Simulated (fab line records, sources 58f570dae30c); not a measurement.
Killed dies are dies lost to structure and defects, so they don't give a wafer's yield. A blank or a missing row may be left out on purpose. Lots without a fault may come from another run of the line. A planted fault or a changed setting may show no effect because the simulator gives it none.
Split-lot experiment | flow berkeley_cmos170 | 5 lots, 23 wafers read, on a route of 331 steps

THE SPLIT
At UCB170_M3_PEB_13, the setting peb_temp_c was moved away from the recipe's 130 C on 10 of the 23 wafers read, by -1.7% to +2.0%. The other wafers ran this setting at the recipe's value.

FROM THE SPLIT TO THE READING: what the file shows between them, 1 step
- UCB170_M3_DEVELOP_14: develop time 45 s

THE READING
cd_nm, in nm, at UCB170_M3_CD_MEAS_15 (target cd 700 nm). Fault-free wafers of this fab line usually give 700.5 nm, standard deviation 1.3 nm.

wafer  | tool, chamber at the split | peb_temp_c as run, C | against the recipe | cd_nm, nm | against lot-mates on the recipe
L074.1 | litho_track-04, 0          | 127.8                | -1.7%              | 715.0     | +15.1
L074.2 | litho_track-04, 0          | 130                  | recipe             | 700.2     | -
L074.3 | litho_track-04, 0          | 127.8                | -1.7%              | 715.8     | +15.9
L074.5 | litho_track-04, 0          | 127.8                | -1.7%              | 716.0     | +16.1
L074.6 | litho_track-04, 0          | 130                  | recipe             | 699.6     | -
L077.1 | litho_track-03, 0          | 128.2                | -1.4%              | 713.0     | +13.2
L077.2 | litho_track-03, 0          | 128.2                | -1.4%              | 713.2     | +13.4
L077.3 | litho_track-03, 0          | 130                  | recipe             | 700.4     | -
L077.4 | litho_track-03, 0          | 128.2                | -1.4%              | 713.6     | +13.8
L077.5 | litho_track-03, 0          | 130                  | recipe             | 699.3     | -
L079.1 | litho_track-03, 0          | 130                  | recipe             | 703.2     | -
L079.3 | litho_track-03, 0          | 130                  | recipe             | 702.3     | -
L079.6 | litho_track-03, 0          | 130                  | recipe             | 701.9     | -
L082.1 | litho_track-04, 0          | 130                  | recipe             | 700.7     | -
L082.2 | litho_track-04, 0          | 132.6                | +2.0%              | 684.4     | -15.9
L082.3 | litho_track-04, 0          | 132.6                | +2.0%              | 684.3     | -16.0
L082.4 | litho_track-04, 0          | 130                  | recipe             | 699.4     | -
L082.5 | litho_track-04, 0          | 130                  | recipe             | 700.9     | -
L085.1 | litho_track-03, 0          | 128.6                | -1.1%              | 712.3     | +10.5
L085.2 | litho_track-03, 0          | 128.6                | -1.1%              | 711.9     | +10.1
L085.3 | litho_track-03, 0          | 130                  | recipe             | 701.7     | -
L085.4 | litho_track-03, 0          | 130                  | recipe             | 702.0     | -
L085.5 | litho_track-03, 0          | 130                  | recipe             | 701.6     | -

THE FIT
A straight line over all 23 wafers: cd_nm changes by -8.67 nm for each +1% of peb_temp_c; r = -0.99; the points scatter about the line by 1.1 nm.
The same after taking each lot's own level away (the mean of its wafers on the recipe; 23 wafers): -8.85 nm for each +1%; r = -1.00; scatter 0.75 nm.
On that fit, the largest move of peb_temp_c shifts the reading by 18 nm.
The lots' own levels span 699.85 to 702.47 nm, that is 2.0 times the standard deviation above.
So the lot-to-lot level changes the slope little: the two slopes agree.
Check: with one of the wafers moved furthest among these (+2.0%) left out of the fit, the line predicts -17.7 nm for it against its lot-mates. It came out at -15.9 nm against them.

OTHER SPLITS ON THESE WAFERS
These wafers also went through other splits before the reading. Each is held against what the fit with the lots' levels taken away leaves over:
other split on the same wafers  | wafers away from the commonest value | r with cd_nm (lot level and that fit taken away)
UCB170_M1_EXPOSE_06 dose_mj     | 7                                    | -0.28
UCB170_M2_SPUTTER_01 time_s     | 8                                    | -0.05
UCB170_M2_COAT_10 resist_thk_nm | 8                                    | +0.20
UCB170_M2_STRIP_19 power_w      | 6                                    | -0.07
UCB170_V2_PEB_10 peb_temp_c     | 8                                    | -0.14
UCB170_M3_SPUTTER_01 power_w    | 8                                    | +0.03

THE FILE'S OWN FIT
cd_nm changes by -8.89 nm for each +1% of peb_temp_c, r = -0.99.
